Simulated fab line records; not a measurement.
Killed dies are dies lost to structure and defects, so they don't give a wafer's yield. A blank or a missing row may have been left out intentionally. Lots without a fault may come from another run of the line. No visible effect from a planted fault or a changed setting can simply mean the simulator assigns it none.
fab line records | flow rit-cmos
record lots=5 wafers=15 last-day=7
route steps=202 shown CONTACT@172 M1@184
lots that met no fault: taken from a fault-free run of the same line
start-h: hours from the record's opening day to when the first of the lot's shown wafers began | wait-h: hours since the lot's step before | " the same as in the row above | L1.1+2: one row covering several wafers at once | - no value, or no start given | * or withheld: withheld | < > ~ a bound
route shown NAME@n: names a module that has steps shown in the file, with the first one's number in the route | usual: mean/standard deviation taken from wafers without a fault | same: alike in all rows | chamber/n: place in a boat | sites: each site's reading | _std_site: standard deviation across them | _edge_site: the outer-site mean with the inner-site mean subtracted | radius-mm: for every site, how far away it sits from the centre of the wafer | mask NAME#n: copy n | behind: the tool/chamber that last shaped the wafer | hold: why the lot went on hold/how many hours it stayed there/how the hold came to an end | device: whichever transistor did not switch (one of n, p or np) | end of line: the same wafers' tests at the end of the route | a step with no rows: only its recipe | killed: not the wafer's yield, but the dies lost to structure and defects at the first sort | map: the dies of a wafer, with x for killed, . for not killed, _ for no die there
set.NAME: the setting the step ran with; set.NAME@STEP: the setting that earlier step ran with | model.NAME: the simulator's own value behind a step, which no gauge read
certain route steps with their lots: each step a table, each wafer a row
services: when a tool's chamber went out of use (start-h, in hours from the record's first day, below 0 if earlier), for how many hours, and the reason
## steps
# step RIT_CONTACT_SOFTBAKE_04
# recipe resist=NOVOLAK temp-c=90 time-s=60
# step RIT_CONTACT_EXPOSE_05
# recipe mask-id=M11 na=0.6 source-shape=conventional sigma-outer=0.5 target-cd-nm=1000 dose-mj=250
# step RIT_CONTACT_PEB_06
# recipe resist=NOVOLAK temp-c=withheld time-s=withheld
# step RIT_CONTACT_DEVELOP_07
# recipe resist=NOVOLAK develop-time-s=120 dev-temp-c=23
# step RIT_CONTACT_CD_MEAS_08
# recipe target-cd-nm=1000
# usual cd-nm=1000.1/2.7
# columns lot.wafer tool chamber start-h wait-h cd-nm
L972.2 cd-sem-02 - 68.79 - 1002.7
L972.4 " - " " 1003.0
L972.6 " - " " 1002.8
L973.1 cd-sem-02 - 72.15 - 999.1
L973.4 " - " " 998.1
L973.5 " - " " 999.7
L979.1 cd-sem-02 - 102.86 - 1002.2
L979.4 " - " " 1001.3
L979.6 " - " " 1001.4
L987.1 cd-sem-02 - 139.79 - 996.3
L987.3 " - " " 1000.4
L987.6 " - " " 998.0
L993.1 cd-sem-01 - 171.06 - 996.7
L993.5 " - " " 998.1
L993.6 " - " " 997.0
# step RIT_CONTACT_OVL_MEAS_09
# usual CONTACT_OVL=0.1/1.8
# columns lot.wafer tool chamber start-h wait-h CONTACT_OVL[nm]
L972.2 overlay-01 - 68.90 0.1 -0.4
L972.4 " - " " 2.3
L972.6 " - " " 2.1
L973.1 overlay-02 - 72.27 0.1 -2.5
L973.4 " - " " -0.5
L973.5 " - " " -1.1
L979.1 overlay-01 - 102.98 0.1 -1.9
L979.4 " - " " -2.1
L979.6 " - " " -0.1
L987.1 overlay-01 - 139.91 0.1 1.1
L987.3 " - " " 2.2
L987.6 " - " " -0.3
L993.1 overlay-01 - 171.18 0.1 -1.2
L993.5 " - " " 1.0
L993.6 " - " " -0.2
# step RIT_CONTACT_HARDBAKE_10
# recipe resist=NOVOLAK temp-c=140 time-s=60
# step RIT_CONTACT_ETCH_11
# recipe target-depth-a=4800 over-etch-frac=0.2 stop-on=TiSi2 chemistry=CHF3/CF4/Ar target=SiO2 CHF3_flow_sccm=50 cf4-flow-sccm=10 Ar_flow_sccm=100 O2_flow_sccm=5 pressure-mtorr=100 rf-w=200 time-s=320
# usual drypump-motor-current-A=5.8/0.33 mfc-ar-sccm=100.0/0.32 oes-product-au=0.993/0.018 rf-fwd-power-W=199.6/0.64 throttle-valve-pct=8.86/0.18
# columns lot.wafer tool chamber start-h wait-h drypump-motor-current-A mfc-ar-sccm oes-product-au rf-fwd-power-W rf-hours-counter-h throttle-valve-pct
L972.2 rie-diel-03 0 69.08 0.1 5.3 100.2 1.000 199.0 127 8.73
L972.4 " 2 " " 6.3 100.2 1.005 199.1 - 8.72
L972.6 " 3 " " 5.9 99.9 1.009 199.7 - 8.69
L973.1 rie-diel-02 0 72.45 0.1 6.2 99.6 1.001 199.1 4 8.80
L973.4 " 3 " " 5.8 99.6 0.968 199.0 95 9.04
L973.5 " 0 " " 6.2 99.9 1.001 198.2 - 8.82
L979.1 rie-diel-01 1 103.17 0.1 5.4 100.0 1.007 198.7 47 8.92
L979.4 " 3 " " 5.3 99.9 0.997 199.8 23 9.15
L979.6 " 2 " " 6.1 99.8 1.007 200.2 - 8.83
L987.1 rie-diel-02 1 140.09 0.1 6.1 100.2 0.981 199.1 22 8.59
L987.3 " 0 " " 6.2 100.0 0.997 200.2 6 8.81
L987.6 " 2 " " 5.7 100.1 0.978 199.8 - 8.81
L993.1 rie-diel-01 1 171.37 0.1 5.5 100.1 1.003 199.3 49 8.93
L993.5 " 1 " " 5.4 99.9 1.009 199.9 - 8.91
L993.6 " 0 " " 5.7 100.2 0.964 199.5 - 9.15
# step RIT_CONTACT_STRIP_12
# recipe chemistry=O2 time-s=180 resist=NOVOLAK platen-temp-c=withheld power-w=500 pressure-mtorr=4000 o2-flow-sccm=4000
# usual drypump-motor-current-A=5.6/0.36
# columns lot.wafer tool chamber start-h wait-h drypump-motor-current-A rf-hours-counter-h
L972.2 plasma-asher-03 0 69.27 0.1 5.1 42
L972.4 " 1 " " 5.5 -
L972.6 " 0 " " 5.2 -
L973.1 plasma-asher-03 0 72.65 0.1 5.1 42
L973.4 " 0 " " 5.1 -
L973.5 " 1 " " 5.5 -
L979.1 plasma-asher-03 0 103.36 0.1 5.1 46
L979.4 " 1 " " 5.5 -
L979.6 " 0 " " 5.1 -
L987.1 plasma-asher-04 0 140.29 0.1 6.1 36
L987.3 " 0 " " 6.1 -
L987.6 " 0 " " 6.1 -
L993.1 plasma-asher-03 0 171.56 0.1 5.2 54
L993.5 " 1 " " 5.5 -
L993.6 " 0 " " 5.2 -
# step RIT_CONTACT_CD_MEAS_90
# recipe target-cd-nm=1000
# usual cd-nm=1000.1/2.8
# columns lot.wafer tool chamber start-h wait-h cd-nm
L972.2 cd-sem-02 - 69.47 0.1 1002.4
L972.4 " - " " 1002.9
L972.6 " - " " 1002.9
L973.1 cd-sem-02 - 72.82 0.1 998.6
L973.4 " - " " 997.7
L973.5 " - " " 1000.5
L979.1 cd-sem-01 - 103.54 0.1 1002.1
L979.4 " - " " 1001.0
L979.6 " - " " 1001.0
L987.1 cd-sem-02 - 140.46 0.1 996.6
L987.3 " - " " 1000.1
L987.6 " - " " 997.8
L993.1 cd-sem-02 - 171.74 0.1 997.0
L993.5 " - " " 998.5
L993.6 " - " " 996.8
# step RIT_CONTACT_CLEAN_13
# recipe chemistry=SC1 mix=3:3:50 time-s=600 temp-c=75
# step RIT_CONTACT_CLEAN_14
# recipe chemistry=SC2 mix=3:3:50 time-s=600 temp-c=75 dry=n2-spin
# step RIT_M1_SPUTTER_00
# recipe material=Al target-thk-nm=400 power-w=2000 chamber-pressure-pa=0.4 gas=Ar time-s=500 substrate-temp-c=25
# usual substrate-temp-c=25.00/0.1 throttle-valve-pct=29.5/0.87
# columns lot.wafer tool chamber start-h wait-h substrate-temp-c throttle-valve-pct model.Al_of_M1_SPUTTER_00.thk-nm
L972.2 pvd-sputter-04 - 70.13 0.0 24.97 28.8 404.3
L972.4 " - " " 25.13 30.0 396.1
L972.6 " - " " 25.10 29.1 405.8
L973.1 pvd-sputter-02 - 73.31 0.0 24.98 29.7 400.3
L973.4 " - " " 24.96 30.8 399.5
L973.5 " - " " 24.91 29.2 404.3
L979.1 pvd-sputter-02 - 104.02 0.0 25.05 31.0 395.8
L979.4 " - " " 25.16 29.5 342.7
L979.6 " - " " 24.97 29.8 399
L987.1 pvd-sputter-03 - 140.95 0.0 24.96 29.4 399.7
L987.3 " - " " 25.07 29.1 395.7
L987.6 " - " " 25.07 30.0 397.1
L993.1 pvd-sputter-04 - 172.21 0.0 25.15 29.8 401.2
L993.5 " - " " 24.74 30.1 399.1
L993.6 " - " " 25.06 29.9 399.3
# step RIT_M1_RS_MEAS_01
# recipe thk-meas-gauge=four-point-probe reads=Al_of_M1_SPUTTER_00
# usual M1_AL_RS=0.0733/0.00083
# columns lot.wafer tool chamber start-h wait-h M1_AL_RS[ohm/sq]
L972.2 film-metro-02 - 70.47 0.2 0.0725
L972.4 " - " " 0.0741
L972.6 " - " " 0.0722
L973.1 film-metro-03 - 73.60 0.1 0.0733
L973.4 " - " " 0.0735
L973.5 " - " " 0.0725
L979.1 film-metro-04 - 104.32 0.1 0.0744
L979.4 " - " " 0.0863
L979.6 " - " " 0.0738
L987.1 film-metro-02 - 141.24 0.1 0.0734
L987.3 " - " " 0.0742
L987.6 " - " " 0.0740
L993.1 film-metro-03 - 172.50 0.1 0.0732
L993.5 " - " " 0.0737
L993.6 " - " " 0.0736
# step RIT_M1_THK_MEAS_02
# recipe thk-meas-gauge=xrf reads=Al_of_M1_SPUTTER_00
# usual M1_AL_THK=398/4.5
# columns lot.wafer tool chamber start-h wait-h M1_AL_THK[nm]
L972.2 film-metro-02 - 70.58 0.1 403
L972.4 " - " " 395
L972.6 " - " " 406
L973.1 film-metro-03 - 73.72 0.1 391
L973.4 " - " " 391
L973.5 " - " " 394
L979.1 film-metro-04 - 104.44 0.1 391
L979.4 " - " " 339
L979.6 " - " " 397
L987.1 film-metro-02 - 141.36 0.1 398
L987.3 " - " " 395
L987.6 " - " " 396
L993.1 film-metro-03 - 172.62 0.1 395
L993.5 " - " " 394
L993.6 " - " " 396
# step RIT_M1_HMDS_03
# recipe prime-time-s=60 prime-temp-c=140
# step RIT_M1_COAT_04
# recipe resist=NOVOLAK spin-rpm=2000 resist-thk-nm=1300
# step RIT_M1_SOFTBAKE_05
# recipe resist=NOVOLAK temp-c=90 time-s=60
# step RIT_M1_EXPOSE_06
# recipe mask-id=M12 na=0.6 source-shape=conventional sigma-outer=0.5 target-cd-nm=2600 dose-mj=250
# step RIT_M1_PEB_07
# recipe resist=NOVOLAK temp-c=withheld time-s=withheld
# step RIT_M1_DEVELOP_08
# recipe resist=NOVOLAK develop-time-s=68 dev-temp-c=23
# step RIT_M1_CD_MEAS_09
# recipe target-cd-nm=2600
# usual cd-nm=2600.4/2
# columns lot.wafer tool chamber start-h wait-h cd-nm
L972.2 cd-sem-01 - 71.53 - 2599.1
L972.4 " - " " 2597.6
L972.6 " - " " 2599.2
L973.1 cd-sem-01 - 74.80 - 2602.7
L973.4 " - " " 2599.9
L973.5 " - " " 2600.6
L979.1 cd-sem-02 - 105.55 - 2595.7
L979.4 " - " " 2597.1
L979.6 " - " " 2597.6
L987.1 cd-sem-01 - 142.54 - 2598.1
L987.3 " - " " 2598.4
L987.6 " - " " 2597.5
L993.1 cd-sem-01 - 173.56 - 2601.7
L993.5 " - " " 2601.4
L993.6 " - " " 2600.8
# step RIT_M1_OVL_MEAS_10
# usual M1_OVL=0.4/1.4
# columns lot.wafer tool chamber start-h wait-h M1_OVL[nm]
L972.2 overlay-02 - 71.63 0.1 0.0
L972.4 " - " " -0.4
L972.6 " - " " -0.5
L973.1 overlay-02 - 74.92 0.1 -0.8
L973.4 " - " " 0.8
L973.5 " - " " -2.2
L979.1 overlay-02 - 105.67 0.1 -0.6
L979.4 " - " " 0.8
L979.6 " - " " 1.0
L987.1 overlay-01 - 142.66 0.1 0.8
L987.3 " - " " -0.4
L987.6 " - " " 2.5
L993.1 overlay-01 - 173.68 0.1 -0.4
L993.5 " - " " -0.3
L993.6 " - " " -0.7
# step RIT_M1_HARDBAKE_11
# recipe resist=NOVOLAK temp-c=140 time-s=120
# step RIT_M1_METAL_ETCH_12
# recipe stop-on=SiO2 chemistry=Cl2/BCl3 target=Al time-s=165 over-etch-frac=0.5 pressure-mtorr=100 target-depth-a=6000 rf-w=250 Cl2_flow_sccm=60 bcl3-flow-sccm=50
# usual drypump-motor-current-A=5.91/0.3 oes-product-au=0.778/0.0078 rf-fwd-power-W=248.9/0.9 throttle-valve-pct=8.29/0.098
# columns lot.wafer tool chamber start-h wait-h drypump-motor-current-A oes-product-au rf-fwd-power-W rf-hours-counter-h throttle-valve-pct
L972.2 rie-metal-01 1 71.91 0.2 5.72 0.785 249.6 4 8.32
L972.4 " 0 " " 6.32 0.785 249.4 - 8.06
L972.6 " 0 " " 6.33 0.792 248.3 - 8.09
L973.1 rie-metal-04 1 75.30 0.2 5.53 0.769 248.1 2 8.29
L973.4 " 1 " " 5.52 0.777 247.7 - 8.32
L973.5 " 0 " " 5.75 0.778 249.3 - 8.40
L979.1 rie-metal-04 0 105.96 0.2 5.75 0.771 246.6 3 8.39
L979.4 " 1 " " 5.55 0.704 248.9 - 8.32
L979.6 " 1 " " 5.54 0.764 248.1 - 8.30
L987.1 rie-metal-04 0 142.95 0.2 5.76 0.769 249.0 3 8.41
L987.3 " 1 " " 5.48 0.765 249.0 - 8.30
L987.6 " 0 " " 5.77 0.774 247.2 - 8.40
L993.1 rie-metal-03 0 173.97 0.2 6.10 0.771 248.5 0 8.29
L993.5 " 0 " " 6.08 0.774 249.4 - 8.31
L993.6 " 1 " " 6.16 0.773 247.1 - 8.35
# step RIT_M1_STRIP_13
# recipe chemistry=nmp resist=NOVOLAK temp-c=80 time-s=600 dry=n2-spin
# step RIT_M1_PROBE_99
# usual defect-limited-yield=97.4/1.2 killed-at-front-end=7/3.1 killed-dies=7/3.1 killed-open=3.5/2 killed-short=3.3/2 sort_bin_3_pad_short=0.1/0.19 sort_bin_5_function=1.5/0.87 sort_bin_6_memory=0.9/0.59 sort-n-pass=257/3.1 sort-yield-pct=97.4/1.2
# same gross-dies=264 killed_at_M0_to_M3=0 killed_at_M4_up=0 killed-at-back-side=0 killed-at-contacts=0 killed-at-other=0
# columns lot.wafer tool chamber start-h wait-h defect-limited-yield[%] killed-at-front-end killed-dies killed-open killed-short sort_bin_3_pad_short[%] sort_bin_5_function[%] sort_bin_6_memory[%] sort-n-pass sort-yield-pct[%] model.etest.m1.rs-ohm-sq
L972.2 prober-02 - 74.39 0.1 98.9 3 3 2 1 0 0.4 0.8 261 98.9 0.07171
L972.4 prober-02 - 74.49 0.2 97.3 7 7 4 3 0 1.9 0.8 257 97.3 0.07311
L972.6 prober-02 - 74.59 0.2 96.2 10 10 7 3 0.4 1.9 1.5 254 96.2 0.07165
L973.1 prober-01 - 77.57 0.1 98.1 5 5 2 3 0 1.5 0.4 259 98.1 0.07216
L973.4 prober-01 - 77.72 0.2 97.0 8 8 1 7 0 2.3 0.8 256 97.0 0.07307
L973.5 prober-01 - 77.77 0.2 98.9 3 3 3 0 0 1.1 0 261 98.9 0.07165
L979.1 prober-01 - 108.21 0.1 97.0 8 8 4 4 0.4 1.9 0.8 256 97.0 0.07357
L979.4 prober-01 - 108.36 0.2 97.7 6 6 2 4 0 1.5 0.8 258 97.7 0.08461
L979.6 prober-01 - 108.46 0.2 98.5 4 4 3 1 0 0.8 0.8 260 98.5 0.07256
L987.1 prober-01 - 145.99 0.1 96.6 9 9 2 7 0 2.7 0.8 255 96.6 0.07248
L987.3 prober-01 - 146.09 0.2 97.0 8 8 5 3 0 1.5 1.5 256 97.0 0.07331
L987.6 prober-01 - 146.24 0.2 98.1 5 5 3 2 0 1.5 0.4 259 98.1 0.07334
L993.1 prober-01 - 176.22 0.1 98.5 4 4 0 4 0 0.8 0.8 260 98.5 0.07243
L993.5 prober-01 - 176.42 0.2 95.8 11 11 9 2 0 2.7 1.5 253 95.8 0.07282
L993.6 prober-01 - 176.47 0.2 95.8 11 11 6 5 0 2.3 1.9 253 95.8 0.07246
# killed by level:class
L972.2 SPACER:geometric-particle:open=2 SILICIDE:geometric-particle:short=1
L972.4 FOX2:geometric-particle:short=2 GATE:geometric-particle:open=2 ACTIVE:geometric-particle:open=1 FOX2:geometric-particle:open=1 GATE:geometric-particle:short=1
L972.6 GATE:geometric-particle:open=2 REOX:geometric-particle:short=2 SPACER:geometric-particle:open=2 ACTIVE:geometric-particle:open=1 FOX2:geometric-particle:open=1 REOX:geometric-particle:open=1 SPACER:geometric-particle:short=1
L973.1 GATE:geometric-particle:short=1 GATE:geometric-particle:open=1 REOX:geometric-particle:short=1 SPACER:geometric-particle:open=1 STARTING-WAFER:geometric-particle:short=1
L973.4 GATE:geometric-particle:short=4 FOX1:geometric-particle:short=2 GATE:geometric-particle:open=1 SILICIDE:geometric-particle:short=1
L973.5 FOX1:geometric-particle:open=1 REOX:geometric-particle:open=1 SILICIDE:geometric-particle:open=1
L979.1 GATE:geometric-particle:short=3 FOX1:geometric-particle:open=2 GATE:geometric-particle:open=1 REOX:geometric-particle:open=1 SILICIDE:geometric-particle:short=1
L979.4 FOX1:geometric-particle:short=2 FOX1:geometric-particle:open=1 FOX2:geometric-particle:short=1 GATE:geometric-particle:short=1 GATE:geometric-particle:open=1
L979.6 GATE:geometric-particle:short=1 GATE:geometric-particle:open=1 REOX:geometric-particle:open=1 SPACER:geometric-particle:open=1
L987.1 FOX2:geometric-particle:short=2 SPACER:geometric-particle:short=2 FOX2:geometric-particle:open=1 GATE:geometric-particle:open=1 GATE:geometric-particle:short=1 REOX:geometric-particle:short=1 SILICIDE:geometric-particle:short=1
L987.3 GATE:geometric-particle:open=2 REOX:geometric-particle:open=2 SPACER:geometric-particle:short=2 FOX2:geometric-particle:open=1 GATE:geometric-particle:short=1
L987.6 FOX2:geometric-particle:open=1 GATE:geometric-particle:short=1 GATE:geometric-particle:open=1 REOX:geometric-particle:short=1 SPACER:geometric-particle:open=1
L993.1 GATE:geometric-particle:short=3 SPACER:geometric-particle:short=1
L993.5 FOX2:geometric-particle:open=3 GATE:geometric-particle:short=2 GATE:geometric-particle:open=2 SILICIDE:geometric-particle:open=2 FOX1:geometric-particle:open=1 REOX:geometric-particle:open=1
L993.6 GATE:geometric-particle:open=4 GATE:geometric-particle:short=4 FOX1:geometric-particle:open=1 REOX:geometric-particle:open=1 REOX:geometric-particle:short=1
## services
# columns tool chamber start-h hours kind
rie-diel-03 3 47.04 21.2 repair
rie-diel-01 - 54.27 2.8 pm
rie-diel-01 1 57.85 2.4 repair
pvd-sputter-04 - 58.27 0.9 repair
rie-diel-03 1 65.27 17.5 repair
rie-metal-03 - 71.20 0.5 repair
pvd-sputter-03 - 72.28 2.0 repair
rie-diel-01 2 78.85 6.7 repair
rie-diel-03 - 85.17 14.6 pm
rie-metal-03 - 88.74 0.2 repair
rie-metal-03 - 101.69 14.6 pm
pvd-sputter-03 - 114.87 4.6 repair
rie-metal-03 - 117.65 2.8 pm
rie-diel-01 2 117.91 7.0 repair
rie-diel-03 3 120.34 23.2 repair
rie-diel-01 - 129.66 14.6 pm
rie-metal-04 0 130.00 3.6 repair
rie-metal-03 - 136.12 20.0 pm
rie-metal-03 0 136.12 20.0 vent-cycle
rie-metal-03 1 136.12 20.0 vent-cycle
rie-diel-03 0 139.10 2.5 repair
rie-diel-03 2 143.09 24.3 repair
rie-metal-04 - 152.89 1.4 pm
pvd-sputter-03 - 157.99 2.9 repair
## key
first-sign step=RIT_M1_RS_MEAS_01 reading=M1_AL_RS direction=up sigmas=16 usual=0.0733 struck=0.0863
effect step=RIT_M1_THK_MEAS_02 reading=M1_AL_THK direction=down sigmas=13 usual=398 struck=339
effect step=RIT_M1_METAL_ETCH_12 reading=oes-product-au direction=down sigmas=9.4 usual=0.778 struck=0.704
model-effect step=RIT_M1_SPUTTER_00 value=Al_of_M1_SPUTTER_00.thk-nm without=397.5 struck=342.7
model-effect step=RIT_M1_PROBE_99 value=etest.m1.rs-ohm-sq without=0.07295 struck=0.08461
met-at RIT_M1_SPUTTER_00
struck-wafers L979.4
onset-between 73.31 104.02
fault kind=process-parameter-drift tool=pvd-sputter-02 chamber=- onset-h=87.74 steps=RIT_M1_SPUTTER_00 channel=time-s offset=* shape=step end-h=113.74 stated=* scope=struck-wafers-only
